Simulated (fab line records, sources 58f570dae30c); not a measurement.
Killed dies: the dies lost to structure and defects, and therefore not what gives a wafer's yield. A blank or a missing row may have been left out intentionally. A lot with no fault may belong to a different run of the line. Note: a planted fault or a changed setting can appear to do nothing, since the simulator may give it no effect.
fab line records	flow berkeley_cmos170
record lots=14	wafers=42	last_day=12
route steps=331 shown SCREENOX@102 NLDD@168 SDANNEAL@205 PSD@206 NSD@207 PLDD@208 CONTACT@232
lots untouched by any fault: they come from a run of this same line in which no faults occurred
start_h: hours from the record's first day to the start of the lot's first wafer shown	wait_h: hours since the lot's step before	" as in the row above	L1.1+2: several wafers, shown together as one row	- value missing, or start not given	* or withheld: withheld	< > ~ a bound
route shown NAME@n: names a module that has steps shown in the file, with the first one's number in the route	usual: the fault-free wafers' mean and standard deviation	same: alike in all rows	chamber/n: place in a boat	sites: readings site by site	_std_site: their standard deviation	_edge_site: the outer-site mean with the inner-site mean subtracted	radius_mm: how far each site lies from the wafer's centre	mask NAME#n: copy n	behind: the most recent tool/chamber to have shaped the wafer	hold: why the lot went on hold/how many hours it stayed there/how the hold came to an end	device: names the non-switching transistor (n, p or np)	end of line: the same wafers' tests at the end of the route	step lacking rows: just its recipe	killed: not the wafer's yield, but the dies lost to structure and defects at the first sort	map: dies across one wafer; x = killed, . = not, _ = none there
set.NAME: the run value of the setting; set.NAME@STEP: its run value at that earlier step	model.NAME: the simulator's own value behind a step, which no gauge read
a sample of lots followed through the steps of the route, with each step as a table and each wafer as a row
services: when a tool's chamber went out of use (start_h, in hours from the record's first day, below 0 if earlier), for how many hours, and the reason
## steps
# step UCB170_SCREENOX_THK_MEAS_02
# recipe reads=SiO2_of_SCREENOX_OXIDATION_01
# usual SCREENOX_OXIDE_THK=14.2/0.36
lot.wafer	tool	chamber	start_h	wait_h	SCREENOX_OXIDE_THK[nm]
L999.1	film_metro-01	-	118.50	0.0	14.5
L999.2	"	-	"	"	14.5
L999.6	"	-	"	"	14.7
L998.2	film_metro-03	-	131.46	0.0	14.2
L998.4	"	-	"	"	14.0
L998.5	"	-	"	"	14.2
L100.4	film_metro-01	-	131.48	0.0	14.8
L100.5	"	-	"	"	14.7
L100.6	"	-	"	"	14.5
L101.1	film_metro-01	-	142.00	0.0	13.6
L101.2	"	-	"	"	13.7
L101.3	"	-	"	"	13.6
L103.3	film_metro-04	-	142.06	0.1	13.9
L103.4	"	-	"	"	14.1
L103.5	"	-	"	"	14.2
L102.2	film_metro-01	-	142.07	0.1	13.8
L102.3	"	-	"	"	13.9
L102.6	"	-	"	"	13.8
L109.3	film_metro-04	-	167.26	0.0	14.0
L109.4	"	-	"	"	13.8
L109.6	"	-	"	"	14.1
L106.2	film_metro-01	-	167.29	0.1	13.7
L106.3	"	-	"	"	13.9
L106.6	"	-	"	"	13.7
L110.3	film_metro-04	-	178.66	0.2	14.0
L110.5	"	-	"	"	13.7
L110.6	"	-	"	"	13.7
L116.1	film_metro-01	-	199.47	0.0	14.1
L116.2	"	-	"	"	14.3
L116.5	"	-	"	"	14.0
L117.2	film_metro-01	-	209.09	0.0	14.7
L117.4	"	-	"	"	14.6
L117.5	"	-	"	"	14.5
L118.3	film_metro-04	-	209.10	0.0	14.5
L118.5	"	-	"	"	15.0
L118.6	"	-	"	"	14.8
L119.1	film_metro-03	-	218.76	0.0	14.2
L119.3	"	-	"	"	14.4
L119.4	"	-	"	"	14.3
L120.1	film_metro-03	-	218.82	0.1	14.9
L120.2	"	-	"	"	14.7
L120.3	"	-	"	"	14.6
# step UCB170_NLDD_STRIP_10
# recipe chemistry=O2	power_w=400	pressure_mtorr=3500	platen_temp_c=withheld	o2_flow_sccm=400	overash_fraction=0.5
# usual drypump_motor_current_A=5.40/0.23	oes_product_au=0.734/0.0045	strip_time_to_endpoint_s=21.64/0.068
lot.wafer	tool	chamber	start_h	wait_h	drypump_motor_current_A	oes_product_au	rf_hours_counter_h	strip_time_to_endpoint_s
L999.1	plasma_asher-02	1	142.65	0.1	5.36	0.737	34	21.60
L999.2	"	0	"	"	5.51	0.732	34	21.56
L999.6	"	1	"	"	5.36	0.730	-	21.53
L100.4	plasma_asher-02	0	154.17	0.1	5.50	0.738	-	21.69
L100.5	"	1	"	"	5.41	0.741	-	21.65
L100.6	"	0	"	"	5.51	0.731	-	21.65
L998.2	plasma_asher-04	0	154.81	0.1	5.35	0.735	46	21.65
L998.4	"	1	"	"	5.00	0.728	-	21.72
L998.5	"	1	"	"	4.99	0.736	-	21.66
L101.1	plasma_asher-04	0	167.85	0.1	5.34	0.734	48	21.60
L101.2	"	1	"	"	5.00	0.727	48	21.59
L101.3	"	0	"	"	5.34	0.741	-	21.64
L103.3	plasma_asher-04	1	168.08	0.1	4.98	0.732	-	21.71
L103.4	"	0	"	"	5.33	0.731	-	21.78
L103.5	"	0	"	"	5.37	0.733	-	21.73
L102.2	plasma_asher-03	0	168.09	0.1	5.74	0.739	47	21.66
L102.3	"	0	"	"	5.73	0.731	-	21.60
L102.6	"	1	"	"	5.53	0.730	-	21.70
L109.3	plasma_asher-04	1	194.28	0.1	5.00	0.740	-	21.72
L109.4	"	0	"	"	5.34	0.728	-	21.67
L109.6	"	1	"	"	4.97	0.734	-	21.67
L106.2	plasma_asher-03	0	194.97	0.1	5.73	0.738	49	21.66
L106.3	"	0	"	"	5.73	0.729	-	21.61
L106.6	"	0	"	"	5.72	0.735	-	21.66
L110.3	plasma_asher-03	0	207.19	0.1	5.70	0.736	-	21.63
L110.5	"	1	"	"	5.52	0.733	-	21.57
L110.6	"	0	"	"	5.72	0.737	-	21.67
L116.1	plasma_asher-02	0	228.74	0.1	5.50	0.741	44	21.71
L116.2	"	1	"	"	5.43	0.735	44	21.65
L116.5	"	0	"	"	5.52	0.729	-	21.63
L117.2	plasma_asher-03	1	241.62	0.1	5.51	0.729	54	21.63
L117.4	"	1	"	"	5.54	0.735	-	21.60
L117.5	"	1	"	"	5.52	0.726	-	21.61
L118.3	plasma_asher-04	1	241.68	0.1	4.99	0.734	-	21.75
L118.5	"	1	"	"	4.99	0.737	-	21.64
L118.6	"	0	"	"	5.34	0.735	-	21.67
L120.1	plasma_asher-02	0	244.02	0.1	5.51	0.735	45	21.74
L120.2	"	1	"	"	5.42	0.726	45	21.71
L120.3	"	0	"	"	5.52	0.727	-	21.70
L119.1	plasma_asher-04	1	244.74	0.1	5.00	0.729	58	21.49
L119.3	"	1	"	"	5.01	0.729	-	21.52
L119.4	"	0	"	"	5.36	0.734	-	21.55
# step UCB170_SDANNEAL_RTA_01
# recipe temp_c=1050	time_s=5	ambient=N2
# usual lamp_power_pct=39.7/0.77	wafer_temp_C_max=1052.9/0.71
lot.wafer	tool	chamber	start_h	wait_h	lamp_power_pct	wafer_temp_C_max
L999.1	rtp_anneal-01	0	152.62	0.1	39.1	1051.8
L999.2	"	0	"	"	39.2	1052.3
L999.6	"	0	"	"	39.0	1052.4
L100.4	rtp_anneal-01	0	165.42	0.1	39.1	1053.9
L100.5	"	0	"	"	39.2	1052.7
L100.6	"	0	"	"	39.1	1052.4
L998.2	rtp_anneal-02	0	165.77	0.1	40.7	1053.9
L998.4	"	0	"	"	40.7	1053.4
L998.5	"	0	"	"	40.7	1053.9
L101.1	rtp_anneal-02	0	178.27	0.1	40.7	1054.0
L101.2	"	0	"	"	40.7	1052.9
L101.3	"	0	"	"	40.8	1053.4
L103.3	rtp_anneal-01	0	178.28	0.1	41.7	1076.9
L103.4	"	0	"	"	41.6	1077.2
L103.5	"	0	"	"	41.7	1077.0
L102.2	rtp_anneal-01	0	178.92	0.1	41.7	1078.1
L102.3	"	0	"	"	41.7	1077.1
L102.6	"	0	"	"	41.7	1077.3
L109.3	rtp_anneal-02	0	211.67	0.1	40.6	1053.3
L109.4	"	0	"	"	40.7	1052.9
L109.6	"	0	"	"	40.7	1053.0
L106.2	rtp_anneal-02	0	211.85	0.1	40.7	1053.0
L106.3	"	0	"	"	40.7	1053.7
L106.6	"	0	"	"	40.7	1053.7
L110.3	rtp_anneal-02	0	221.30	0.1	40.7	1053.2
L110.5	"	0	"	"	40.7	1052.3
L110.6	"	0	"	"	40.6	1052.2
L116.1	rtp_anneal-02	0	242.17	0.1	40.7	1054.3
L116.2	"	0	"	"	40.6	1052.8
L116.5	"	0	"	"	40.7	1054.1
L117.2	rtp_anneal-01	0	252.43	0.1	39.1	1052.9
L117.4	"	0	"	"	39.1	1053.1
L117.5	"	0	"	"	39.2	1053.0
L118.3	rtp_anneal-01	0	255.34	0.1	39.1	1053.2
L118.5	"	0	"	"	39.2	1052.6
L118.6	"	0	"	"	39.1	1052.3
L120.1	rtp_anneal-02	0	255.52	0.1	40.7	1053.6
L120.2	"	0	"	"	40.7	1053.6
L120.3	"	0	"	"	40.7	1053.6
L119.1	rtp_anneal-01	0	255.85	0.1	39.1	1052.8
L119.3	"	0	"	"	39.1	1052.1
L119.4	"	0	"	"	39.1	1051.9
# step UCB170_SDANNEAL_RS_MEAS_02
# recipe thk_meas_gauge=four-point-probe
# usual PSD_RS=75.7/0.3
lot.wafer	tool	chamber	start_h	wait_h	PSD_RS[ohm/sq]
L999.1	film_metro-04	-	152.68	0.0	75.4
L999.2	"	-	"	"	75.2
L999.6	"	-	"	"	75.6
L100.4	film_metro-04	-	165.51	0.1	75.6
L100.5	"	-	"	"	75.6
L100.6	"	-	"	"	75.8
L998.2	film_metro-03	-	165.84	0.1	75.8
L998.4	"	-	"	"	75.6
L998.5	"	-	"	"	75.7
L101.1	film_metro-03	-	178.33	0.0	75.4
L101.2	"	-	"	"	75.7
L101.3	"	-	"	"	75.2
L103.3	film_metro-01	-	178.36	0.1	65.4
L103.4	"	-	"	"	65.3
L103.5	"	-	"	"	65.3
L102.2	film_metro-01	-	178.99	0.1	66.2
L102.3	"	-	"	"	66.1
L102.6	"	-	"	"	66.0
L109.3	film_metro-01	-	211.75	0.1	75.4
L109.4	"	-	"	"	75.5
L109.6	"	-	"	"	75.1
L106.2	film_metro-04	-	211.96	0.1	75.7
L106.3	"	-	"	"	75.6
L106.6	"	-	"	"	75.8
L110.3	film_metro-04	-	221.38	0.1	76.1
L110.5	"	-	"	"	75.7
L110.6	"	-	"	"	75.8
L116.1	film_metro-04	-	242.22	0.0	75.8
L116.2	"	-	"	"	75.7
L116.5	"	-	"	"	75.7
L117.2	film_metro-01	-	252.50	0.1	75.8
L117.4	"	-	"	"	75.7
L117.5	"	-	"	"	75.6
L118.3	film_metro-04	-	255.42	0.1	75.6
L118.5	"	-	"	"	75.7
L118.6	"	-	"	"	75.6
L120.1	film_metro-01	-	255.58	0.0	75.5
L120.2	"	-	"	"	75.6
L120.3	"	-	"	"	75.8
L119.1	film_metro-03	-	255.91	0.0	75.4
L119.3	"	-	"	"	75.3
L119.4	"	-	"	"	75.3
# step UCB170_SDANNEAL_RS_MEAS_03
# recipe thk_meas_gauge=four-point-probe
# usual NSD_RS=37.32/0.082
lot.wafer	tool	chamber	start_h	wait_h	NSD_RS[ohm/sq]
L999.1	film_metro-04	-	152.80	0.1	37.28
L999.2	"	-	"	"	37.37
L999.6	"	-	"	"	37.18
L100.4	film_metro-04	-	165.63	0.1	37.34
L100.5	"	-	"	"	37.46
L100.6	"	-	"	"	37.32
L998.2	film_metro-03	-	165.96	0.1	37.24
L998.4	"	-	"	"	37.16
L998.5	"	-	"	"	37.23
L101.1	film_metro-03	-	178.45	0.1	37.23
L101.2	"	-	"	"	37.26
L101.3	"	-	"	"	37.24
L103.3	film_metro-01	-	178.48	0.1	35.66
L103.4	"	-	"	"	35.61
L103.5	"	-	"	"	35.55
L102.2	film_metro-01	-	179.11	0.1	35.79
L102.3	"	-	"	"	35.90
L102.6	"	-	"	"	35.70
L109.3	film_metro-01	-	211.87	0.1	37.20
L109.4	"	-	"	"	37.23
L109.6	"	-	"	"	37.28
L106.2	film_metro-04	-	212.08	0.1	37.27
L106.3	"	-	"	"	37.35
L106.6	"	-	"	"	37.30
L110.3	film_metro-04	-	221.50	0.1	37.40
L110.5	"	-	"	"	37.34
L110.6	"	-	"	"	37.40
L116.1	film_metro-04	-	242.34	0.1	37.47
L116.2	"	-	"	"	37.37
L116.5	"	-	"	"	37.39
L117.2	film_metro-01	-	252.62	0.1	37.35
L117.4	"	-	"	"	37.33
L117.5	"	-	"	"	37.31
L118.3	film_metro-04	-	255.54	0.1	37.43
L118.5	"	-	"	"	37.37
L118.6	"	-	"	"	37.45
L120.1	film_metro-01	-	255.70	0.1	37.20
L120.2	"	-	"	"	37.27
L120.3	"	-	"	"	37.26
L119.1	film_metro-03	-	256.03	0.1	37.26
L119.3	"	-	"	"	37.32
L119.4	"	-	"	"	37.33
# step UCB170_SDANNEAL_RS_MEAS_04
# recipe thk_meas_gauge=four-point-probe
# usual PLDD_RS=1033.4/2.4
lot.wafer	tool	chamber	start_h	wait_h	PLDD_RS[ohm/sq]
L999.1	film_metro-04	-	152.92	0.1	1031.9
L999.2	"	-	"	"	1032.5
L999.6	"	-	"	"	1035.9
L100.4	film_metro-04	-	165.75	0.1	1034.1
L100.5	"	-	"	"	1033.3
L100.6	"	-	"	"	1033.4
L998.2	film_metro-03	-	166.08	0.1	1031.3
L998.4	"	-	"	"	1027.1
L998.5	"	-	"	"	1031.9
L101.1	film_metro-03	-	178.57	0.1	1038.6
L101.2	"	-	"	"	1034.5
L101.3	"	-	"	"	1036.5
L103.3	film_metro-01	-	178.60	0.1	1015.4
L103.4	"	-	"	"	1011.3
L103.5	"	-	"	"	1013.5
L102.2	film_metro-01	-	179.23	0.1	1013.7
L102.3	"	-	"	"	1012.3
L102.6	"	-	"	"	1007.8
L109.3	film_metro-01	-	211.99	0.1	1034.0
L109.4	"	-	"	"	1033.9
L109.6	"	-	"	"	1037.6
L106.2	film_metro-04	-	212.20	0.1	1034.7
L106.3	"	-	"	"	1034.3
L106.6	"	-	"	"	1032.9
L110.3	film_metro-04	-	221.62	0.1	1029.0
L110.5	"	-	"	"	1031.4
L110.6	"	-	"	"	1033.0
L116.1	film_metro-04	-	242.46	0.1	1036.1
L116.2	"	-	"	"	1038.7
L116.5	"	-	"	"	1037.6
L117.2	film_metro-01	-	252.74	0.1	1033.9
L117.4	"	-	"	"	1032.6
L117.5	"	-	"	"	1037.4
L118.3	film_metro-04	-	255.66	0.1	1034.8
L118.5	"	-	"	"	1034.9
L118.6	"	-	"	"	1033.6
L120.1	film_metro-01	-	255.82	0.1	1032.9
L120.2	"	-	"	"	1031.4
L120.3	"	-	"	"	1034.5
L119.1	film_metro-03	-	256.15	0.1	1033.2
L119.3	"	-	"	"	1035.9
L119.4	"	-	"	"	1032.9
# step UCB170_CONTACT_OVL_MEAS_16
# usual CONTACT_OVL=0/5.4
lot.wafer	tool	chamber	start_h	wait_h	CONTACT_OVL[nm]
L999.1	overlay-02	-	157.98	0.1	1
L999.2	"	-	"	"	4
L999.6	"	-	"	"	6
L998.2	overlay-01	-	172.24	0.1	-3
L998.4	"	-	"	"	-5
L998.5	"	-	"	"	10
L100.4	overlay-01	-	172.53	0.1	-5
L100.5	"	-	"	"	-6
L100.6	"	-	"	"	-9
L103.3	overlay-01	-	184.11	0.1	6
L103.4	"	-	"	"	-14
L103.5	"	-	"	"	-4
L101.1	overlay-01	-	185.81	0.1	4
L101.2	"	-	"	"	-2
L101.3	"	-	"	"	5
L102.2	overlay-02	-	188.46	0.1	-7
L102.3	"	-	"	"	-3
L102.6	"	-	"	"	-15
L109.3	overlay-02	-	217.29	0.1	-7
L109.4	"	-	"	"	3
L109.6	"	-	"	"	3
L106.2	overlay-02	-	218.01	0.1	-4
L106.3	"	-	"	"	1
L106.6	"	-	"	"	-2
L110.3	overlay-01	-	227.69	0.1	-1
L110.5	"	-	"	"	-3
L110.6	"	-	"	"	0
L116.1	overlay-02	-	248.48	0.1	10
L116.2	"	-	"	"	3
L116.5	"	-	"	"	3
L117.2	overlay-02	-	258.65	0.1	4
L117.4	"	-	"	"	0
L117.5	"	-	"	"	-4
L120.1	overlay-01	-	260.55	0.1	5
L120.2	"	-	"	"	7
L120.3	"	-	"	"	6
L118.3	overlay-01	-	261.31	0.1	4
L118.5	"	-	"	"	-1
L118.6	"	-	"	"	-9
L119.1	overlay-02	-	262.47	0.1	1
L119.3	"	-	"	"	0
L119.4	"	-	"	"	3
## services
tool	chamber	start_h	hours	kind
plasma_asher-02	-	166.49	4.4	repair
plasma_asher-03	-	171.33	14.6	pm
plasma_asher-02	-	241.06	1.0	repair
plasma_asher-03	-	252.04	6.8	repair
plasma_asher-02	-	255.36	2.5	repair
## key
first_sign step=UCB170_SDANNEAL_RTA_01	reading=wafer_temp_C_max	direction=up	sigmas=34	usual=*	struck=*
effect step=UCB170_SDANNEAL_RTA_01	reading=lamp_power_pct	direction=up	sigmas=2.5	usual=39.7	struck=41.7
effect step=UCB170_SDANNEAL_RS_MEAS_02	reading=PSD_RS	direction=down	sigmas=33	usual=75.7	struck=65.7
effect step=UCB170_SDANNEAL_RS_MEAS_03	reading=NSD_RS	direction=down	sigmas=20	usual=37.32	struck=35.70
effect step=UCB170_SDANNEAL_RS_MEAS_04	reading=PLDD_RS	direction=down	sigmas=8.9	usual=1033.4	struck=1012.3
met_at UCB170_SDANNEAL_RTA_01
struck_lots L102,L103
rows_end L102.2,L102.3,L102.6,L103.3,L103.4,L103.5
not_acting_at UCB170_SCREENOX_THK_MEAS_02,UCB170_NLDD_STRIP_10,UCB170_CONTACT_OVL_MEAS_16
onset_between 165.42 178.28
fault kind=process_parameter_drift	tool=rtp_anneal-01	chamber=-	onset_h=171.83	steps=UCB170_SDANNEAL_RTA_01	channel=temp_c	offset=*	shape=step	end_h=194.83	acts_in=*	stated=*
# rows_end: these wafers met a further fault down the route, and their rows from its step on are left out
